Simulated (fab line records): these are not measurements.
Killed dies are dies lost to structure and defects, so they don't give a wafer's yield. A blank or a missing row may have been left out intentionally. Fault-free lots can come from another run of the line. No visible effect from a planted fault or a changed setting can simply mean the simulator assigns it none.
Split-lot study	flow rit cmos	route with 202 steps; 5 lots, 23 wafers read

THE SPLIT
At RIT_GATE_CVD_08 (deposits poly-Si from SiH4, target thk 250 nm, time 2220 s), the setting sih4 flow sccm was moved away from the recipe's 100 sccm on 15 of the 23 wafers read, by -12.5% to +11.3%. For the rest of the wafers, this setting stayed at what the recipe calls for.

There is no step in the file separating the split from the reading.

THE READING
GATE_POLY_THK, in nm, at RIT_GATE_THK_MEAS_09. Typical for fault-free wafers on this fab line: 249.5 nm, with standard deviation 1.9 nm.

wafer	tool, chamber at the split	sih4 flow sccm as run, sccm	against the recipe	GATE_POLY_THK, nm	against lot-mates on the recipe
L078.2	-, -	87.53	-12.5%	222.1	no lot-mate on the recipe
L078.3	-, -	87.53	-12.5%	220.5	no lot-mate on the recipe
L078.4	-, -	87.53	-12.5%	221.1	no lot-mate on the recipe
L078.5	-, -	87.53	-12.5%	222.6	no lot-mate on the recipe
L078.6	-, -	87.53	-12.5%	220.8	no lot-mate on the recipe
L079.2	lpcvd-02, 1	100	recipe	249.5	-
L079.3	lpcvd-02, 1	100	recipe	252.3	-
L079.6	lpcvd-02, 1	100	recipe	251.7	-
L080.1	-, -	100	recipe	248.8	-
L080.2	-, -	100	recipe	249.1	-
L080.4	-, -	100	recipe	249.9	-
L080.5	-, -	100	recipe	251.7	-
L080.6	-, -	100	recipe	249.8	-
L083.1	-, -	111.3	+11.3%	274.8	no lot-mate on the recipe
L083.2	-, -	111.3	+11.3%	275.7	no lot-mate on the recipe
L083.3	-, -	111.3	+11.3%	275.3	no lot-mate on the recipe
L083.4	-, -	111.3	+11.3%	277.8	no lot-mate on the recipe
L083.6	-, -	111.3	+11.3%	276.7	no lot-mate on the recipe
L084.2	-, -	89.76	-10.2%	223.2	no lot-mate on the recipe
L084.3	-, -	89.76	-10.2%	224.2	no lot-mate on the recipe
L084.4	-, -	89.76	-10.2%	223.1	no lot-mate on the recipe
L084.5	-, -	89.76	-10.2%	220.6	no lot-mate on the recipe
L084.6	-, -	89.76	-10.2%	222.0	no lot-mate on the recipe

FIT RESULTS
A straight line over all 23 wafers: GATE_POLY_THK changes by +2.39 nm for each +1% of sih4 flow sccm; r = +1.00; the points scatter about the line by 1.9 nm.
Too few moved wafers have a lot-mate on the recipe to fit a line with each lot's own level taken away.

THE WHOLE CHAIN: every reading that the file lists as answering this split, in the file's order
step	what it does	reading	change (the file's fit)	r (the file's)
RIT_GATE_CVD_08	deposits poly-Si from SiH4, target thk 250 nm, time 2220 s	poly-Si_of_GATE_CVD_08.thk nm (the simulator's own value, which no gauge read)	+2.38 nm for each +1% of the setting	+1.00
RIT_GATE_THK_MEAS_09		GATE_POLY_THK	+2.39 for each +1% of the setting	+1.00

THE FILE'S OWN FIT
GATE_POLY_THK changes by +2.39 nm for each +1% of sih4 flow sccm, r = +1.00.
